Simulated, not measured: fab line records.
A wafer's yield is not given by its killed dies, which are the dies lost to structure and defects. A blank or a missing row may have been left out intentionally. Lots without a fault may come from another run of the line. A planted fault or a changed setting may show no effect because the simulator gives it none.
The same fault as seen by 2 desks || flow berkeleyCmos170 || every desk sees just its own numbers, and what lay behind them comes last

== METROLOGY DESK ==
What the gauges read for every lot (on any tool): the sampled wafers with a number, averaged. Marked OUT: a lot whose mean sits more than 4 standard deviations from the usual mean, which makes it out of limits; the brackets give that distance.
Columns: A = V1_TEOS_THK at UCB170_V1_THK_MEAS_01, usual 1995 nm; B = V1_POLISHED_THK at UCB170_V1_THK_MEAS_04, usual 1000.2 nm
{"lot": "L659", "first seen here": "day 7 13:19", "A": 2017, "B": 1000.3}
{"lot": "L660", "first seen here": "day 7 13:19", "A": 1982, "B": 1000.5}
{"lot": "L662", "first seen here": "day 7 21:55", "A": 1963, "B": 1000.5}
{"lot": "L663", "first seen here": "day 8 19:21", "A": 2001, "B": 1000.3}
{"lot": "L665", "first seen here": "day 9 01:19", "A": 2011, "B": 998.4}
{"lot": "L667", "first seen here": "day 9 07:18", "A": 2016, "B": 999.7}
{"lot": "L669", "first seen here": "day 9 07:22", "A": 1974, "B": 999.7}
{"lot": "L668", "first seen here": "day 9 21:02", "A": 1995, "B": 999.7}
{"lot": "L670", "first seen here": "day 9 21:02", "A": 1999, "B": 999.4}
{"lot": "L671", "first seen here": "day 10 00:34", "A": 1994, "B": 999.0}
{"lot": "L674", "first seen here": "day 11 03:16", "A": 1979, "B": 1002.0}
{"lot": "L679", "first seen here": "day 11 18:54", "A": 2003, "B": 999.2}
{"lot": "L680", "first seen here": "day 12 01:49", "A": 1968, "B": 1000.8}
{"lot": "L681", "first seen here": "day 12 01:50", "A": 1980, "B": 1000.3}
Finding of this desk: none of the 14 lots has anything out of limits.

== DESK OF THE TOOL OWNER: rieDiel-03 ==
The tool's own readings at UCB170_M1_ETCH_11 (etches BARC in N2/H2): means of the sampled wafers that have a number, for each lot that ran on this tool. Marked OUT: a lot whose mean sits more than 4 standard deviations from the usual mean, which makes it out of limits; the brackets give that distance.
Columns: A = biasW at UCB170_M1_ETCH_11, usual 100.02 W; B = drypumpMotorCurrentA at UCB170_M1_ETCH_11, usual 5.8 A; C = oesProductAu at UCB170_M1_ETCH_11, usual 1.010 a.u.; D = throttleValvePct at UCB170_M1_ETCH_11, usual 13.25 %
{"lot": "L660", "first seen here": "day 7 07:09", "A": 99.94, "B": 6.3, "C": 1.001, "D": 13.13}
{"lot": "L662", "first seen here": "day 7 16:40", "A": 100.27, "B": 6.0, "C": 1.016, "D": 13.12}
{"lot": "L665", "first seen here": "day 8 21:02", "A": 99.91, "B": 5.7, "C": 1.005, "D": 13.21}
{"lot": "L669", "first seen here": "day 9 01:22", "A": 99.87, "B": 5.2, "C": 1.032, "D": 13.37}
{"lot": "L670", "first seen here": "day 9 15:53", "A": 100.02, "B": 5.7, "C": 1.000, "D": 13.21}
{"lot": "L671", "first seen here": "day 9 21:30", "A": "90.97 (-34) OUT", "B": 5.8, "C": 0.976, "D": 13.28}
{"lot": "L674", "first seen here": "day 10 21:36", "A": "91.15 (-33) OUT", "B": 5.5, "C": 0.991, "D": 13.27}
This desk's finding: out of limits on L671, L674; first on L671, day 9 21:30 (biasW at UCB170_M1_ETCH_11). L660, L662, L665, L669, L670 stayed within limits.

== PUT TOGETHER ==
At day 9 21:30, on L671, L674, the tool owner's desk was in a position to raise an alarm.
Metrology desk: nothing out of limits seen.
The metrology desk has L671, L674 on record, within its limits.
All the named lots went through UCB170_M1_ETCH_11 on rieDiel-03.

== WHAT HAD BEEN PUT IN BY THE SIMULATOR ==
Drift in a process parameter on rieDiel-03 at UCB170_M1_ETCH_11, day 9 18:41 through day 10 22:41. A move of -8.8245 in setting biasW, from 100. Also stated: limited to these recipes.
Struck lots among those shown: L671, L674.
Each desk's first reading out of limits, in hours after the fault started: the tool owner's desk, 3.
